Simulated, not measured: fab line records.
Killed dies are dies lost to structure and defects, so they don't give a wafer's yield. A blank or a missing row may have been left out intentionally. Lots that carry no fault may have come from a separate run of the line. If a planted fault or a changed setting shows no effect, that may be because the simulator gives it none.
Which of the tools did it? || flow berkeley-cmos170 || 13 lots, 39 wafers sampled, at 5 steps of a route of 331

WHAT EACH GAUGE READ, for each wafer
UCB170_GATE_CD_MEAS_12 targets a cd of 350 nm.
{"lot": "L272", "measured": "day 7 11:26", "on": "cd-sem-02", "cd-nm (nm)": "349.9 350.0 348.9"}
{"lot": "L269", "measured": "day 7 11:49", "on": "cd-sem-01", "cd-nm (nm)": "348.9 347.9 348.7"}
{"lot": "L271", "measured": "day 7 12:01", "on": "cd-sem-01", "cd-nm (nm)": "353.0 352.5 351.0"}
{"lot": "L273", "measured": "day 8 04:14", "on": "cd-sem-02", "cd-nm (nm)": "350.8 349.7 350.5"}
{"lot": "L275", "measured": "day 8 17:40", "on": "cd-sem-01", "cd-nm (nm)": "349.2 349.6 348.6"}
{"lot": "L274", "measured": "day 8 17:51", "on": "cd-sem-02", "cd-nm (nm)": "349.2 348.6 349.7"}
{"lot": "L276", "measured": "day 8 17:58", "on": "cd-sem-02", "cd-nm (nm)": "349.8 349.9 349.5"}
{"lot": "L277", "measured": "day 9 08:13", "on": "cd-sem-01", "cd-nm (nm)": "377.1 377.8 377.0"}
{"lot": "L278", "measured": "day 9 08:17", "on": "cd-sem-02", "cd-nm (nm)": "349.4 350.3 350.5"}
{"lot": "L282", "measured": "day 9 18:59", "on": "cd-sem-02", "cd-nm (nm)": "350.8 351.1 351.5"}
{"lot": "L292", "measured": "day 12 00:59", "on": "cd-sem-02", "cd-nm (nm)": "350.0 350.2 351.5"}
{"lot": "L291", "measured": "day 12 01:14", "on": "cd-sem-01", "cd-nm (nm)": "349.2 347.1 348.8"}
{"lot": "L290", "measured": "day 12 08:43", "on": "cd-sem-01", "cd-nm (nm)": "351.4 351.3 351.4"}

UCB170_V1_THK_MEAS_04.
{"lot": "L272", "measured": "day 8 17:32", "on": "film-metro-01", "V1_POLISHED_THK (nm)": "998.2 999.4 999.7"}
{"lot": "L269", "measured": "day 8 17:05", "on": "film-metro-03", "V1_POLISHED_THK (nm)": "999.7 1000.0 1000.8"}
{"lot": "L271", "measured": "day 8 18:09", "on": "film-metro-03", "V1_POLISHED_THK (nm)": "1000.4 1000.5 999.7"}
{"lot": "L273", "measured": "day 9 10:16", "on": "film-metro-01", "V1_POLISHED_THK (nm)": "998.7 998.3 1000.1"}
{"lot": "L275", "measured": "day 9 17:54", "on": "film-metro-04", "V1_POLISHED_THK (nm)": "997.0 1000.4 998.3"}
{"lot": "L274", "measured": "day 9 19:12", "on": "film-metro-03", "V1_POLISHED_THK (nm)": "998.8 998.6 998.0"}
{"lot": "L276", "measured": "day 9 20:32", "on": "film-metro-01", "V1_POLISHED_THK (nm)": "997.2 995.9 999.2"}
{"lot": "L277", "measured": "day 10 11:18", "on": "film-metro-03", "V1_POLISHED_THK (nm)": "1001.1 997.4 1002.4"}
{"lot": "L278", "measured": "day 10 12:38", "on": "film-metro-04", "V1_POLISHED_THK (nm)": "999.6 996.4 997.7"}
{"lot": "L282", "measured": "day 10 23:33", "on": "film-metro-04", "V1_POLISHED_THK (nm)": "997.2 999.7 998.0"}
{"lot": "L292", "measured": "day 13 04:57", "on": "film-metro-04", "V1_POLISHED_THK (nm)": "999.9 999.4 1000.3"}
{"lot": "L291", "measured": "day 13 06:16", "on": "film-metro-01", "V1_POLISHED_THK (nm)": "995.6 997.8 998.9"}
{"lot": "L290", "measured": "day 13 11:10", "on": "film-metro-01", "V1_POLISHED_THK (nm)": "997.0 999.5 996.2"}

WHAT TOOL EACH LOT RAN ON (gives the tool, then ch and the chambers of the sampled wafers, and finally the start)
{"lot": "L272", "UCB170_GATE_EXPOSE_09": "krf-scanner-01 ch 0, day 7 10:34", "UCB170_CONTACT_ETCH_18": "rie-diel-04 ch 0,3, day 8 14:25 or earlier", "UCB170_M1_STRIP_13": "plasma-asher-01 ch 0,1, day 8 14:25"}
{"lot": "L269", "UCB170_GATE_EXPOSE_09": "krf-scanner-01 ch 0, day 7 10:49", "UCB170_CONTACT_ETCH_18": "rie-diel-01 ch 0,3, day 8 14:17 or earlier", "UCB170_M1_STRIP_13": "plasma-asher-03 ch 0, day 8 14:17"}
{"lot": "L271", "UCB170_GATE_EXPOSE_09": "krf-scanner-01 ch 0, day 7 11:03", "UCB170_CONTACT_ETCH_18": "rie-diel-01 ch 0,1,2, day 8 14:51 or earlier", "UCB170_M1_STRIP_13": "plasma-asher-02 ch 0,1, day 8 14:51"}
{"lot": "L273", "UCB170_GATE_EXPOSE_09": "krf-scanner-02 ch 0, day 8 03:17", "UCB170_CONTACT_ETCH_18": "rie-diel-03 ch 2,3, day 9 07:55 or earlier", "UCB170_M1_STRIP_13": "plasma-asher-03 ch 0,1, day 9 07:55"}
{"lot": "L275", "UCB170_GATE_EXPOSE_09": "krf-scanner-02 ch 0, day 8 17:16", "UCB170_CONTACT_ETCH_18": "rie-diel-03 ch 0,2,3, day 9 15:43 or earlier", "UCB170_M1_STRIP_13": "plasma-asher-01 ch 0,1, day 9 15:43"}
{"lot": "L274", "UCB170_GATE_EXPOSE_09": "krf-scanner-01 ch 0, day 8 17:28", "UCB170_CONTACT_ETCH_18": "rie-diel-04 ch 0,1,3, day 9 16:05 or earlier", "UCB170_M1_STRIP_13": "plasma-asher-02 ch 0,1, day 9 16:05"}
{"lot": "L276", "UCB170_GATE_EXPOSE_09": "krf-scanner-01 ch 0, day 8 17:34", "UCB170_CONTACT_ETCH_18": "rie-diel-01 ch 0,3, day 9 17:43 or earlier", "UCB170_M1_STRIP_13": "plasma-asher-01 ch 0,1, day 9 17:43"}
{"lot": "L277", "UCB170_GATE_EXPOSE_09": "krf-scanner-01 ch 0, day 9 07:35", "UCB170_CONTACT_ETCH_18": "rie-diel-01 ch 1,3, day 10 09:07 or earlier", "UCB170_M1_STRIP_13": "plasma-asher-01 ch 0,1, day 10 09:07"}
{"lot": "L278", "UCB170_GATE_EXPOSE_09": "krf-scanner-01 ch 0, day 9 07:43", "UCB170_CONTACT_ETCH_18": "rie-diel-01 ch 1,2,3, day 10 09:37 or earlier", "UCB170_M1_STRIP_13": "plasma-asher-01 ch 1, day 10 09:37"}
{"lot": "L282", "UCB170_GATE_EXPOSE_09": "krf-scanner-01 ch 0, day 9 18:23", "UCB170_CONTACT_ETCH_18": "rie-diel-01 ch 1,3, day 10 20:19 or earlier", "UCB170_M1_STRIP_13": "plasma-asher-02 ch 0,1, day 10 20:19"}
{"lot": "L292", "UCB170_GATE_EXPOSE_09": "krf-scanner-02 ch 0, day 12 00:35", "UCB170_CONTACT_ETCH_18": "rie-diel-03 ch 0,3, day 13 02:45 or earlier", "UCB170_M1_STRIP_13": "plasma-asher-02 ch 0,1, day 13 02:45"}
{"lot": "L291", "UCB170_GATE_EXPOSE_09": "krf-scanner-01 ch 0, day 12 00:49", "UCB170_CONTACT_ETCH_18": "rie-diel-04 ch 1,3, day 13 03:01 or earlier", "UCB170_M1_STRIP_13": "plasma-asher-03 ch 0,1, day 13 03:01"}
{"lot": "L290", "UCB170_GATE_EXPOSE_09": "krf-scanner-01 ch 0, day 12 08:05", "UCB170_CONTACT_ETCH_18": "rie-diel-01 ch 0,2, day 13 08:53 or earlier", "UCB170_M1_STRIP_13": "plasma-asher-01 ch 0,1, day 13 08:53"}
- UCB170_GATE_EXPOSE_09: exposes mask POLY, target cd 350 nm.
- UCB170_CONTACT_ETCH_18: etches PSG in CHF3/CF4/Ar, stops on TiSi2, target depth 840 nm, time 195 s.
- UCB170_M1_STRIP_13: strips in O2.

WHAT THE TOOLS THEMSELVES READ (means of the sampled wafers that have a number; where no wafer has one, the mark that the record gives instead)
UCB170_GATE_EXPOSE_09.
{"lot": "L272", "tool": "krf-scanner-01", "focus-offset-nm (nm)": -0.4}
{"lot": "L269", "tool": "krf-scanner-01", "focus-offset-nm (nm)": 0.2}
{"lot": "L271", "tool": "krf-scanner-01", "focus-offset-nm (nm)": 0.8}
{"lot": "L273", "tool": "krf-scanner-02", "focus-offset-nm (nm)": -0.6}
{"lot": "L275", "tool": "krf-scanner-02", "focus-offset-nm (nm)": -0.0}
{"lot": "L274", "tool": "krf-scanner-01", "focus-offset-nm (nm)": -0.1}
{"lot": "L276", "tool": "krf-scanner-01", "focus-offset-nm (nm)": 0.7}
{"lot": "L277", "tool": "krf-scanner-01", "focus-offset-nm (nm)": -0.1}
{"lot": "L278", "tool": "krf-scanner-01", "focus-offset-nm (nm)": 0.1}
{"lot": "L282", "tool": "krf-scanner-01", "focus-offset-nm (nm)": -0.8}
{"lot": "L292", "tool": "krf-scanner-02", "focus-offset-nm (nm)": 0.1}
{"lot": "L291", "tool": "krf-scanner-01", "focus-offset-nm (nm)": -0.4}
{"lot": "L290", "tool": "krf-scanner-01", "focus-offset-nm (nm)": 0.1}

UCB170_CONTACT_ETCH_18.
{"lot": "L272", "tool": "rie-diel-04", "chamber-pressure-mTorr (mTorr)": 200.02, "drypump-motor-current-A (A)": 5.57, "oes-product-au (a.u.)": 0.897, "throttle-valve-pct (%)": 6.85}
{"lot": "L269", "tool": "rie-diel-01", "chamber-pressure-mTorr (mTorr)": 200.20, "drypump-motor-current-A (A)": 5.40, "oes-product-au (a.u.)": 0.877, "throttle-valve-pct (%)": 6.87}
{"lot": "L271", "tool": "rie-diel-01", "chamber-pressure-mTorr (mTorr)": 200.05, "drypump-motor-current-A (A)": 5.80, "oes-product-au (a.u.)": 0.881, "throttle-valve-pct (%)": 6.82}
{"lot": "L273", "tool": "rie-diel-03", "chamber-pressure-mTorr (mTorr)": 200.16, "drypump-motor-current-A (A)": 5.91, "oes-product-au (a.u.)": 0.870, "throttle-valve-pct (%)": 6.77}
{"lot": "L275", "tool": "rie-diel-03", "chamber-pressure-mTorr (mTorr)": 199.94, "drypump-motor-current-A (A)": 5.88, "oes-product-au (a.u.)": 0.871, "throttle-valve-pct (%)": 6.86}
{"lot": "L274", "tool": "rie-diel-04", "chamber-pressure-mTorr (mTorr)": 200.01, "drypump-motor-current-A (A)": 5.60, "oes-product-au (a.u.)": 0.894, "throttle-valve-pct (%)": 6.92}
{"lot": "L276", "tool": "rie-diel-01", "chamber-pressure-mTorr (mTorr)": 199.94, "drypump-motor-current-A (A)": 5.48, "oes-product-au (a.u.)": 0.866, "throttle-valve-pct (%)": 6.93}
{"lot": "L277", "tool": "rie-diel-01", "chamber-pressure-mTorr (mTorr)": 199.91, "drypump-motor-current-A (A)": 5.69, "oes-product-au (a.u.)": 0.873, "throttle-valve-pct (%)": 6.91}
{"lot": "L278", "tool": "rie-diel-01", "chamber-pressure-mTorr (mTorr)": 199.76, "drypump-motor-current-A (A)": 5.85, "oes-product-au (a.u.)": 0.872, "throttle-valve-pct (%)": 6.88}
{"lot": "L282", "tool": "rie-diel-01", "chamber-pressure-mTorr (mTorr)": 200.09, "drypump-motor-current-A (A)": 5.68, "oes-product-au (a.u.)": 0.868, "throttle-valve-pct (%)": 6.91}
{"lot": "L292", "tool": "rie-diel-03", "chamber-pressure-mTorr (mTorr)": 199.96, "drypump-motor-current-A (A)": 5.74, "oes-product-au (a.u.)": 0.861, "throttle-valve-pct (%)": 6.86}
{"lot": "L291", "tool": "rie-diel-04", "chamber-pressure-mTorr (mTorr)": 200.10, "drypump-motor-current-A (A)": 5.54, "oes-product-au (a.u.)": 0.900, "throttle-valve-pct (%)": 7.02}
{"lot": "L290", "tool": "rie-diel-01", "chamber-pressure-mTorr (mTorr)": 200.11, "drypump-motor-current-A (A)": 5.57, "oes-product-au (a.u.)": 0.870, "throttle-valve-pct (%)": 6.83}

UCB170_M1_STRIP_13.
{"lot": "L272", "tool": "plasma-asher-01", "chamber-pressure-mTorr (mTorr)": 3499, "drypump-motor-current-A (A)": 5.67, "oes-product-au (a.u.)": 0.716}
{"lot": "L269", "tool": "plasma-asher-03", "chamber-pressure-mTorr (mTorr)": 3501, "drypump-motor-current-A (A)": 6.07, "oes-product-au (a.u.)": 0.722}
{"lot": "L271", "tool": "plasma-asher-02", "chamber-pressure-mTorr (mTorr)": 3502, "drypump-motor-current-A (A)": 5.79, "oes-product-au (a.u.)": 0.721}
{"lot": "L273", "tool": "plasma-asher-03", "chamber-pressure-mTorr (mTorr)": 3501, "drypump-motor-current-A (A)": 5.83, "oes-product-au (a.u.)": 0.721}
{"lot": "L275", "tool": "plasma-asher-01", "chamber-pressure-mTorr (mTorr)": 3500, "drypump-motor-current-A (A)": 5.67, "oes-product-au (a.u.)": 0.728}
{"lot": "L274", "tool": "plasma-asher-02", "chamber-pressure-mTorr (mTorr)": 3502, "drypump-motor-current-A (A)": 5.78, "oes-product-au (a.u.)": 0.724}
{"lot": "L276", "tool": "plasma-asher-01", "chamber-pressure-mTorr (mTorr)": 3499, "drypump-motor-current-A (A)": 5.65, "oes-product-au (a.u.)": 0.722}
{"lot": "L277", "tool": "plasma-asher-01", "chamber-pressure-mTorr (mTorr)": 3498, "drypump-motor-current-A (A)": 5.67, "oes-product-au (a.u.)": 0.718}
{"lot": "L278", "tool": "plasma-asher-01", "chamber-pressure-mTorr (mTorr)": 3502, "drypump-motor-current-A (A)": 5.88, "oes-product-au (a.u.)": 0.723}
{"lot": "L282", "tool": "plasma-asher-02", "chamber-pressure-mTorr (mTorr)": 3499, "drypump-motor-current-A (A)": 5.79, "oes-product-au (a.u.)": 0.724}
{"lot": "L292", "tool": "plasma-asher-02", "chamber-pressure-mTorr (mTorr)": 3499, "drypump-motor-current-A (A)": 5.83, "oes-product-au (a.u.)": 0.722}
{"lot": "L291", "tool": "plasma-asher-03", "chamber-pressure-mTorr (mTorr)": 3502, "drypump-motor-current-A (A)": 5.78, "oes-product-au (a.u.)": 0.725}
{"lot": "L290", "tool": "plasma-asher-01", "chamber-pressure-mTorr (mTorr)": 3503, "drypump-motor-current-A (A)": 5.68, "oes-product-au (a.u.)": 0.724}

THE ANSWER, worked out from the rows above alone
Rule: usual is defined by the lots themselves. The widest of any qualifying gaps counts: lots, ordered by their means at a reading, are off when they make up no more than a third of the lots, leave a main group of 4 or more, and stand apart from it by 3 or more times the standard deviation of that group's means. A main group whose means are all the same, to the digits that the tables above print for the reading, isn't used. Also off: a lot with no number at a reading for which 4 or more lots have one. The other lots that the step has rows for count as sound. The gauges are gone through in route order, then the tools' own readings, and for those a lot's mean is taken as printed above. At the first step where some lot is off, the reading lying furthest off is the one used; lots without a number count as furthest.
Off: L277 (UCB170_GATE_CD_MEAS_12, cd-nm). For the main group the mean is 350.0 nm and the standard deviation 1.1.
If a tool, at a process step before that reading, ran all the lots that are off and no sound lot after the first of them, it fits. The gauges at UCB170_GATE_CD_MEAS_12 are tried like those tools. Not one of the candidates tried fits.

WHAT THE SIMULATOR PUT IN
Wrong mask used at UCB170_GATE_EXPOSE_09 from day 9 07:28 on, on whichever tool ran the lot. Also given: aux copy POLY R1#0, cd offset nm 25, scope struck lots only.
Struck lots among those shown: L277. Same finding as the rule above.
